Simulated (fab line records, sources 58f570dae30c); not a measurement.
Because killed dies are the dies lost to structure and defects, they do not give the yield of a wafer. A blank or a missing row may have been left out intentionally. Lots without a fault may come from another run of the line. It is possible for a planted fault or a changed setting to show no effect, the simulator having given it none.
The tool behind it: which one? / flow berkeley cmos170 / Sampling: 15 lots, 45 wafers, 3 of 331 route steps

WHAT THE GAUGES READ, wafer by wafer
UCB170_PWELL_OVL_MEAS_13. Usual: PWELL_OVL gives -4 nm (standard deviation 6.3).
lot=L652; measured=day 2 22:41; on=overlay-02; PWELL_OVL (nm)=0 -12 -9; flag=
lot=L653; measured=day 3 13:15; on=overlay-01; PWELL_OVL (nm)=-5 -6 -2; flag=
lot=L656; measured=day 3 20:22; on=overlay-01; PWELL_OVL (nm)=0 -6 -4; flag=
lot=L657; measured=day 4 06:33; on=overlay-01; PWELL_OVL (nm)=-10 -11 -6; flag=
lot=L658; measured=day 4 10:16; on=overlay-01; PWELL_OVL (nm)=-7 -3 -8; flag=
lot=L660; measured=day 4 13:25; on=overlay-01; PWELL_OVL (nm)=-6 -13 -16; flag=
lot=L661; measured=day 4 21:20; on=overlay-01; PWELL_OVL (nm)=-10 -10 -9; flag=
lot=L666; measured=day 6 01:05; on=overlay-01; PWELL_OVL (nm)=0 -5 1; flag=
lot=L667; measured=day 6 01:21; on=overlay-01; PWELL_OVL (nm)=1 -8 -5; flag=
lot=L670; measured=day 6 15:12; on=overlay-01; PWELL_OVL (nm)=-1 -4 -6; flag=
lot=L669; measured=day 6 15:23; on=overlay-01; PWELL_OVL (nm)=-15 1 -2; flag=
lot=L672; measured=day 7 05:22; on=overlay-02; PWELL_OVL (nm)=-2 -3 1; flag=
lot=L671; measured=day 7 05:32; on=overlay-02; PWELL_OVL (nm)=-1 -3 4; flag=
lot=L673; measured=day 7 10:05; on=overlay-02; PWELL_OVL (nm)=-1 -10 -8; flag=
lot=L674; measured=day 7 21:12; on=overlay-02; PWELL_OVL (nm)=0 -9 -1; flag=

UCB170_CONTACT_THK_MEAS_02. Usual: CONTACT_PSG_THK gives 700 nm (standard deviation 8.2).
lot=L652; measured=day 7 03:16; on=film metro-02; CONTACT_PSG_THK (nm)=705 697 695; flag=
lot=L653; measured=day 7 15:06; on=film metro-01; CONTACT_PSG_THK (nm)=689 688 687; flag=
lot=L656; measured=day 7 20:49; on=film metro-01; CONTACT_PSG_THK (nm)=700 699 700; flag=
lot=L657; measured=day 7 22:35; on=film metro-04; CONTACT_PSG_THK (nm)=702 704 703; flag=
lot=L658; measured=day 8 05:48; on=film metro-01; CONTACT_PSG_THK (nm)=690 700 697; flag=
lot=L660; measured=day 8 07:34; on=film metro-02; CONTACT_PSG_THK (nm)=706 706 706; flag=
lot=L661; measured=day 8 22:23; on=film metro-01; CONTACT_PSG_THK (nm)=703 701 703; flag=
lot=L670; measured=day 11 03:55; on=film metro-04; CONTACT_PSG_THK (nm)=697 698 706; flag=
lot=L672; measured=day 11 14:37; on=film metro-01; CONTACT_PSG_THK (nm)=708 706 708; flag=
lot=L671; measured=day 11 15:32; on=film metro-02; CONTACT_PSG_THK (nm)=678 690 685; flag=
lot=L673; measured=day 11 18:19; on=film metro-04; CONTACT_PSG_THK (nm)=716 713 713; flag=
lot=L674; measured=day 12 02:22; on=film metro-01; CONTACT_PSG_THK (nm)=686 693 691; flag=

WHAT TOOL EACH LOT RAN ON (gives the tool, then ch and the chambers of the sampled wafers, and finally the start)
lot=L652; UCB170_SDANNEAL_RTA_00=rtp anneal-02 ch 0, day 6 23:29
lot=L653; UCB170_SDANNEAL_RTA_00=rtp anneal-02 ch 0, day 7 11:16
lot=L656; UCB170_SDANNEAL_RTA_00=rtp anneal-02 ch 0, day 7 16:56
lot=L657; UCB170_SDANNEAL_RTA_00=rtp anneal-01 ch 0, day 7 17:37
lot=L658; UCB170_SDANNEAL_RTA_00=rtp anneal-01 ch 0, day 8 02:50
lot=L660; UCB170_SDANNEAL_RTA_00=rtp anneal-02 ch 0, day 8 03:45
lot=L661; UCB170_SDANNEAL_RTA_00=rtp anneal-02 ch 0, day 8 19:23
lot=L666; UCB170_SDANNEAL_RTA_00=rtp anneal-02, day 10 07:12
lot=L667; UCB170_SDANNEAL_RTA_00=rtp anneal-02, day 10 08:22
lot=L670; UCB170_SDANNEAL_RTA_00=rtp anneal-01 ch 0, day 10 23:07
lot=L669; UCB170_SDANNEAL_RTA_00=rtp anneal-02, day 10 22:28
lot=L672; UCB170_SDANNEAL_RTA_00=rtp anneal-01 ch 0, day 11 11:41
lot=L671; UCB170_SDANNEAL_RTA_00=rtp anneal-02 ch 0, day 11 12:01
lot=L673; UCB170_SDANNEAL_RTA_00=rtp anneal-01 ch 0, day 11 14:16
lot=L674; UCB170_SDANNEAL_RTA_00=rtp anneal-02 ch 0, day 11 21:02
- UCB170_SDANNEAL_RTA_00: time 10 s.

WHAT THE TOOLS THEMSELVES READ (means of the sampled wafers that have a number; where no wafer has one, the mark that the record gives instead)
UCB170_SDANNEAL_RTA_00. Usual: anneal temp c max 903.4, standard deviation 0.8; chamber o2 ppm 2.004, standard deviation 0.02; lamp power pct 22.6 %, standard deviation 2.8; wafer_temp_C_max 904.5, standard deviation 2.1.
lot=L652; tool=rtp anneal-02; anneal temp c max=904.5; chamber o2 ppm=2.004; lamp power pct (%)=20.0; wafer_temp_C_max=902.7; flag=
lot=L653; tool=rtp anneal-02; anneal temp c max=903.3; chamber o2 ppm=2.010; lamp power pct (%)=20.0; wafer_temp_C_max=902.4; flag=
lot=L656; tool=rtp anneal-02; anneal temp c max=903.7; chamber o2 ppm=2.011; lamp power pct (%)=20.0; wafer_temp_C_max=902.6; flag=
lot=L657; tool=rtp anneal-01; anneal temp c max=903.5; chamber o2 ppm=2.005; lamp power pct (%)=25.7; wafer_temp_C_max=905.8; flag=
lot=L658; tool=rtp anneal-01; anneal temp c max=903.2; chamber o2 ppm=1.976; lamp power pct (%)=25.7; wafer_temp_C_max=907.3; flag=
lot=L660; tool=rtp anneal-02; anneal temp c max=903.8; chamber o2 ppm=1.980; lamp power pct (%)=20.0; wafer_temp_C_max=902.5; flag=
lot=L661; tool=rtp anneal-02; anneal temp c max=904.3; chamber o2 ppm=2.000; lamp power pct (%)=20.0; wafer_temp_C_max=902.3; flag=
lot=L666; tool=rtp anneal-02; anneal temp c max=-; chamber o2 ppm=-; lamp power pct (%)=-; wafer_temp_C_max=-; flag=OFF
lot=L667; tool=rtp anneal-02; anneal temp c max=-; chamber o2 ppm=-; lamp power pct (%)=-; wafer_temp_C_max=-; flag=OFF
lot=L670; tool=rtp anneal-01; anneal temp c max=902.8; chamber o2 ppm=2.009; lamp power pct (%)=25.6; wafer_temp_C_max=906.8; flag=
lot=L669; tool=rtp anneal-02; anneal temp c max=-; chamber o2 ppm=-; lamp power pct (%)=-; wafer_temp_C_max=-; flag=OFF
lot=L672; tool=rtp anneal-01; anneal temp c max=902.9; chamber o2 ppm=2.010; lamp power pct (%)=25.7; wafer_temp_C_max=906.2; flag=
lot=L671; tool=rtp anneal-02; anneal temp c max=903.9; chamber o2 ppm=2.027; lamp power pct (%)=20.0; wafer_temp_C_max=903.2; flag=
lot=L673; tool=rtp anneal-01; anneal temp c max=902.6; chamber o2 ppm=1.982; lamp power pct (%)=25.7; wafer_temp_C_max=906.2; flag=
lot=L674; tool=rtp anneal-02; anneal temp c max=903.1; chamber o2 ppm=2.002; lamp power pct (%)=20.0; wafer_temp_C_max=903.2; flag=

THE ANSWER, worked out from the rows above alone
Rule: take the mean of a lot's wafers that have a number; if it is more than 3 standard deviations from the usual mean, the lot is off. Also off: a lot with no number at a reading for which 4 or more lots have one. Any other lot the step has rows for is counted as sound. Order of review: gauges by route order, followed by the tools' own readings, for which a lot's mean as printed above is used. The first step at which some lot is off is used, and at that step the reading that is off furthest; a lot without a number counts as furthest.
Off, at UCB170_SDANNEAL_RTA_00 on anneal temp c max: L666, L667, L669. Without a number there: L666, L667, L669.
A tool fits if, at that step or a process step before it, it ran every lot that is off, and no sound lot after the first of them. None of those tried fits.

WHAT WAS PUT IN BY THE SIMULATOR
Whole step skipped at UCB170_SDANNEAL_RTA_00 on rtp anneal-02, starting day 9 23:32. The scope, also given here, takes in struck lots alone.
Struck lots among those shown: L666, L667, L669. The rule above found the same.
